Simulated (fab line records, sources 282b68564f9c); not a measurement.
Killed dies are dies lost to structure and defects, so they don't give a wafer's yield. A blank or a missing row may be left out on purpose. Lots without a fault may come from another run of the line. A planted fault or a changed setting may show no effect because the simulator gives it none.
Problem report in the 8D (eight disciplines) form, filled by code | flow rit_cmos | the parts of the form that need people (team, actions taken, sign-off) are left out

1. THE PROBLEM
FOX1_OXIDE_THK at RIT_FOX1_THK_MEAS_01 reads a mean of 210 nm on 6 wafers of 2 lots; wafers without a fault read 347 nm with a standard deviation of 5.7. That is -24 standard deviations from the usual mean.
First seen on wafer L877.2, day 4 14:50, on film_metro-04. The record holds 42 wafers of 14 lots with a number at this step. Rule for "out", or "out of limits": more than 4 standard deviations from the usual mean. The other wafers with a number count as sound.

2. WHAT IT IS AND WHAT IT IS NOT
question                    | is                           | is not
which readings at this step | FOX1_OXIDE_THK               | -
which lots                  | L877, L878                   | L863, L864, L865, L866, L867, L868, L869, L870, L876, L879, L883, L884
which wafers of those lots  | all that have a number       | -
read on which gauges        | film_metro-01, film_metro-04 | film_metro-03
when                        | from day 4 14:50             | up to then (27 sound wafers); but 9 sound wafers of L879, L883, L884 came after

3. SUSPECTS, AND WHAT RULES EACH OUT
Counting: a tool at a process step up to the reading stays a suspect if it ran every lot that is out and no sound lot after the first of them.
- the gauge at RIT_FOX1_THK_MEAS_01: ruled out. The wafers that are out were read on 2 gauges (film_metro-01, film_metro-04).
- furnace-02 at RIT_FOX1_OXIDATION_00 (target thk 350.7 nm, ox time 1130 s): kept. It ran every lot that is out, first L877 (day 4 13:31), and no sound lot after that; its last sound lot up to then is L870 (day 3 02:39).
Left after counting: furnace-02 at RIT_FOX1_OXIDATION_00.

4. THE CAUSE (what the simulator had put in)
Process parameter drift: furnace-02, from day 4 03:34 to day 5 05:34, at RIT_FOX1_OXIDATION_00. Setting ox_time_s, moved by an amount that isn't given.
Counting left only this tool.

5. THE CHAIN OF EFFECTS, in route order
Each row: a reading whose mean over the struck wafers that have a number lies more than 3 standard deviations from the usual. Only readings for which the record gives a usual standard deviation are gone through. hours: the time from each lot's start at the first step in this table that gives one to its start at this step, as a median over the lots. sigmas: the change in usual standard deviations.
hours | step                 | reading        | usual  | on struck wafers | change | sigmas
0     | RIT_FOX1_THK_MEAS_01 | FOX1_OXIDE_THK | 347 nm | 210              | -137   | -24
Later measuring or inspecting steps at which every struck wafer that the step has a row for has a number for every such reading, and none has moved that far: RIT_WELLDRIVE_RS_MEAS_01, RIT_GATE_OVL_MEAS_17.

6. WHAT WOULD HAVE CAUGHT IT SOONER
In this record the first reading out of limits at a measuring or inspecting step was taken at day 4 14:50, 11 hours after the fault began at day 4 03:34.
Of the lots that are out (2), L878 began RIT_FOX1_OXIDATION_00 on furnace-02 after day 4 14:50. A hold on the tool at that time would have spared it.
